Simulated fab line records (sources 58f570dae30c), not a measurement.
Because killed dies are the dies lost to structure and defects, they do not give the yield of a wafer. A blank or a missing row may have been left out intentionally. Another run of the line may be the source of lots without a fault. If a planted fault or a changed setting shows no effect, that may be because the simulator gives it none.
Which tool was responsible? | flow berkeley-cmos170 | 39 wafers from 13 lots sampled at 7 of the route's 331 steps

## WHAT THE GAUGES READ, wafer by wafer
UCB170_GATE_THK_MEAS_05. Usual: GATE_POLY_THK 213.7 nm, standard deviation 1.7.
lot  | measured     | on            | GATE_POLY_THK (nm) | flag
L198 | day 7 08:20  | film-metro-02 | 211.8 211.7 213.0  |
L199 | day 7 08:28  | film-metro-02 | 216.3 218.1 218.0  |
L197 | day 7 08:31  | film-metro-02 | 213.1 214.5 212.7  |
L201 | day 8 00:54  | film-metro-01 | 213.1 213.8 213.6  |
L202 | day 8 00:56  | film-metro-03 | 217.5 216.8 214.9  |
L203 | day 8 23:00  | film-metro-03 | 211.6 211.2 212.7  |
L204 | day 8 23:01  | film-metro-01 | 213.4 212.5 212.8  |
L213 | day 10 20:00 | film-metro-02 | 213.0 213.2 211.6  |
L212 | day 10 20:01 | film-metro-03 | 215.1 214.4 215.6  |
L211 | day 10 20:04 | film-metro-02 | 212.2 214.1 211.4  |
L215 | day 11 06:01 | film-metro-03 | 215.5 217.1 215.7  |
L219 | day 11 21:43 | film-metro-02 | 213.6 212.0 211.5  |
L216 | day 11 21:44 | film-metro-01 | 213.1 213.6 214.0  |

UCB170_M2_RS_MEAS_02: the measuring method here is four-point-probe. Usual: M2_AL_RS 0.03223 ohm/sq, standard deviation 0.0003.
lot  | measured     | on            | M2_AL_RS (ohm/sq)       | flag
L198 | day 8 17:37  | film-metro-03 | 0.03235 0.03264 0.03246 |
L199 | day 8 17:08  | film-metro-02 | 0.03221 0.03209 0.03226 |
L197 | day 8 15:53  | film-metro-04 | 0.03199 0.03189 0.03188 |
L201 | day 9 10:43  | film-metro-02 | 0.03229 0.03235 0.03218 |
L202 | day 9 09:23  | film-metro-03 | 0.03229 0.03251 0.03228 |
L203 | day 10 06:42 | film-metro-03 | 0.03244 0.03261 0.03204 |
L204 | day 10 09:10 | film-metro-04 | 0.03165 0.03189 0.03201 |
L213 | day 12 06:07 | film-metro-02 | 0.03226 0.03248 0.03223 |
L212 | day 12 06:55 | film-metro-04 | 0.03222 0.03203 0.03188 |
L211 | day 12 06:32 | film-metro-02 | 0.06821 0.03187 0.03208 | OFF
L215 | day 12 12:07 | film-metro-02 | 0.03218 0.03241 0.03239 |
L219 | day 13 08:04 | film-metro-04 | 0.03283 0.03266 0.03261 |
L216 | day 13 08:33 | film-metro-03 | 0.03263 0.03261 0.03261 |

UCB170_M2_THK_MEAS_03: measures by xrf. Usual: M2_AL_THK 907 nm, standard deviation 8.6.
lot  | measured     | on            | M2_AL_THK (nm) | flag
L198 | day 8 17:44  | film-metro-03 | 907 901 900    |
L199 | day 8 17:14  | film-metro-02 | 905 909 901    |
L197 | day 8 16:00  | film-metro-04 | 912 922 924    |
L201 | day 9 10:50  | film-metro-02 | 904 911 907    |
L202 | day 9 09:28  | film-metro-03 | 914 905 912    |
L203 | day 10 06:49 | film-metro-03 | 907 898 916    |
L204 | day 10 09:16 | film-metro-04 | 918 917 914    |
L213 | day 12 06:14 | film-metro-02 | 901 897 899    |
L212 | day 12 07:01 | film-metro-04 | 899 906 903    |
L211 | day 12 06:39 | film-metro-02 | 433 913 905    | OFF
L215 | day 12 12:13 | film-metro-02 | 900 896 901    |
L219 | day 13 08:11 | film-metro-04 | 890 894 898    |
L216 | day 13 08:40 | film-metro-03 | 905 902 906    |

UCB170_M3_OVL_MEAS_16. Usual: M3_OVL 0 nm, standard deviation 5.
lot  | measured     | on         | M3_OVL (nm) | flag
L198 | day 9 03:07  | overlay-02 | -10 -5 -6   |
L199 | day 9 00:11  | overlay-01 | -8 -1 2     |
L197 | day 8 22:42  | overlay-01 | 1 -6 -2     |
L201 | day 9 18:14  | overlay-01 | 2 3 9       |
L202 | day 9 16:30  | overlay-02 | 5 9 14      |
L203 | day 10 14:07 | overlay-01 | -6 -7 -1    |
L204 | day 10 16:56 | overlay-02 | 3 -3 -7     |
L213 | day 12 17:31 | overlay-02 | 7 -1 -2     |
L212 | day 12 19:27 | overlay-02 | 5 -2 -4     |
L211 | day 12 17:36 | overlay-01 | -8 -6 -6    |
L215 | day 13 00:19 | overlay-01 | 3 4 4       |
L219 | day 13 17:35 | overlay-02 | 6 5 -1      |
L216 | day 13 18:08 | overlay-01 | 7 3 -1      |

## EACH LOT AND THE TOOL THAT RAN IT (in order: tool; ch and the chambers of the sampled wafers; start)
lot  | UCB170_M2_SPUTTER_01         | UCB170_M2_STRIP_07                   | UCB170_M2_METAL_ETCH_18
L198 | pvd-sputter-02, day 8 17:32  | plasma-asher-02 ch 0,1, day 8 18:15  | rie-metal-04 ch 0,1, day 8 21:29
L199 | pvd-sputter-04, day 8 17:02  | plasma-asher-03 ch 0,1, day 8 17:44  | rie-metal-02 ch 0,1, day 8 19:04
L197 | pvd-sputter-02, day 8 15:46  | plasma-asher-03 ch 0,1, day 8 16:30  | rie-metal-04 ch 0,1, day 8 17:56
L201 | pvd-sputter-02, day 9 10:38  | plasma-asher-03 ch 0,1, day 9 11:21  | rie-metal-04 ch 0,1, day 9 12:56
L202 | pvd-sputter-03, day 9 09:14  | plasma-asher-02 ch 0,1, day 9 09:59  | rie-metal-01 ch 0,1, day 9 11:27
L203 | pvd-sputter-02, day 10 06:36 | plasma-asher-03 ch 0,1, day 10 07:19 | rie-metal-01 ch 0,1, day 10 08:45
L204 | pvd-sputter-03, day 10 09:02 | plasma-asher-04 ch 0,1, day 10 09:47 | rie-metal-01 ch 0,1, day 10 11:24
L213 | pvd-sputter-03, day 12 06:02 | plasma-asher-03 ch 0,1, day 12 06:45 | rie-metal-01 ch 0,1, day 12 08:15
L212 | pvd-sputter-04, day 12 06:47 | plasma-asher-04 ch 0,1, day 12 07:32 | rie-metal-04 ch 0,1, day 12 11:50
L211 | pvd-sputter-02, day 12 06:26 | plasma-asher-02 ch 0,1, day 12 07:10 | rie-metal-02 ch 0,1, day 12 08:32
L215 | pvd-sputter-03, day 12 11:59 | plasma-asher-02 ch 0,1, day 12 12:44 | rie-metal-01 ch 0,1, day 12 15:25
L219 | pvd-sputter-04, day 13 07:59 | plasma-asher-04 ch 0,1, day 13 08:41 | rie-metal-02 ch 0,1, day 13 11:20
L216 | pvd-sputter-03, day 13 08:27 | plasma-asher-02 ch 0,1, day 13 09:25 | rie-metal-04 ch 0,1, day 13 12:19
- UCB170_M2_SPUTTER_01: material Al, target thk 900 nm, time 120 s.
- UCB170_M2_STRIP_07: strips in O2.
- UCB170_M2_METAL_ETCH_18: etches Al in Cl2/BCl3, stops on SiO2, target depth 1170 nm, time 195 s.

## AS READ BY THE TOOLS THEMSELVES (means over the sampled wafers that have a number; for cases with no such wafer, the mark the record gives instead)
UCB170_M2_SPUTTER_01. Usual: throttle-valve-pct at 30.3 %, with a standard deviation of 1.2.
lot  | tool           | throttle-valve-pct (%) | flag
L198 | pvd-sputter-02 | 29.8                   |
L199 | pvd-sputter-04 | 30.5                   |
L197 | pvd-sputter-02 | 30.3                   |
L201 | pvd-sputter-02 | 29.4                   |
L202 | pvd-sputter-03 | 30.3                   |
L203 | pvd-sputter-02 | 29.7                   |
L204 | pvd-sputter-03 | 31.4                   |
L213 | pvd-sputter-03 | 31.8                   |
L212 | pvd-sputter-04 | 30.1                   |
L211 | pvd-sputter-02 | 29.5                   |
L215 | pvd-sputter-03 | 30.8                   |
L219 | pvd-sputter-04 | 30.4                   |
L216 | pvd-sputter-03 | 30.8                   |

UCB170_M2_STRIP_07. Usual: drypump-motor-current-A 5.7 A, standard deviation 0.46; oes-product-au 0.735 a.u., standard deviation 0.0044; strip-time-to-endpoint-s 22.02 s, standard deviation 0.06.
lot  | tool            | drypump-motor-current-A (A) | oes-product-au (a.u.) | strip-time-to-endpoint-s (s) | flag
L198 | plasma-asher-02 | 6.1                         | 0.734                 | 21.98                        |
L199 | plasma-asher-03 | 5.5                         | 0.732                 | 21.99                        |
L197 | plasma-asher-03 | 5.5                         | 0.735                 | 21.98                        |
L201 | plasma-asher-03 | 5.5                         | 0.739                 | 21.93                        |
L202 | plasma-asher-02 | 5.7                         | 0.738                 | 21.99                        |
L203 | plasma-asher-03 | 5.5                         | 0.733                 | 22.04                        |
L204 | plasma-asher-04 | 5.5                         | 0.738                 | 22.08                        |
L213 | plasma-asher-03 | 5.5                         | 0.738                 | 21.97                        |
L212 | plasma-asher-04 | 5.4                         | 0.733                 | 22.10                        |
L211 | plasma-asher-02 | 6.1                         | 0.736                 | 21.99                        |
L215 | plasma-asher-02 | 6.1                         | 0.737                 | 22.03                        |
L219 | plasma-asher-04 | 5.5                         | 0.733                 | 22.11                        |
L216 | plasma-asher-02 | 5.6                         | 0.738                 | 22.03                        |

UCB170_M2_METAL_ETCH_18. Usual: drypump-motor-current-A 5.57 A, standard deviation 0.23; oes-product-au 0.854 a.u., standard deviation 0.007; throttle-valve-pct 24.32 %, standard deviation 0.2.
lot  | tool         | drypump-motor-current-A (A) | oes-product-au (a.u.) | throttle-valve-pct (%) | flag
L198 | rie-metal-04 | 5.78                        | 0.848                 | 24.20                  |
L199 | rie-metal-02 | 5.28                        | 0.855                 | 24.33                  |
L197 | rie-metal-04 | 5.79                        | 0.858                 | 24.20                  |
L201 | rie-metal-04 | 5.79                        | 0.850                 | 24.21                  |
L202 | rie-metal-01 | 5.55                        | 0.842                 | 24.40                  |
L203 | rie-metal-01 | 5.56                        | 0.853                 | 24.56                  |
L204 | rie-metal-01 | 5.56                        | 0.858                 | 24.41                  |
L213 | rie-metal-01 | 5.57                        | 0.855                 | 24.55                  |
L212 | rie-metal-04 | 5.76                        | 0.853                 | 24.18                  |
L211 | rie-metal-02 | 5.16                        | 0.775                 | 24.34                  | OFF
L215 | rie-metal-01 | 5.55                        | 0.848                 | 24.57                  |
L219 | rie-metal-02 | 5.15                        | 0.850                 | 24.31                  |
L216 | rie-metal-04 | 5.77                        | 0.848                 | 24.20                  |

## THE ANSWER, worked out from the rows above alone
Rule: lot off if the mean of its wafers having a number is beyond 3 standard deviations from the usual mean. A lot without any number at a reading at which 4 lots or more have one is off too. Any other lot the step has rows for is counted as sound. Order of review: gauges by route order, followed by the tools' own readings, for which a lot's mean as printed above is used. At the first step where some lot is off, the reading lying furthest off is the one used; lots without a number count as furthest.
Off: at UCB170_M2_RS_MEAS_02 (M2_AL_RS), L211.
If a tool, at a process step before that reading, ran all the lots that are off and no sound lot after the first of them, it fits. Not tried: the gauges at UCB170_M2_RS_MEAS_02; whatever is off there is also off at UCB170_M2_METAL_ETCH_18, on other tools, and gauge error can't account for it. One fits: pvd-sputter-02 at UCB170_M2_SPUTTER_01. Its last sound lot is L203 (day 10 06:36), its first lot that is off L211 (day 12 06:26): a fault that began between those two fits.

## WHAT WAS PUT IN BY THE SIMULATOR
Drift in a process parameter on pvd-sputter-02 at UCB170_M2_SPUTTER_01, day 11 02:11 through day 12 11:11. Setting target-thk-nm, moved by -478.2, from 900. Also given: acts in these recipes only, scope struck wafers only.
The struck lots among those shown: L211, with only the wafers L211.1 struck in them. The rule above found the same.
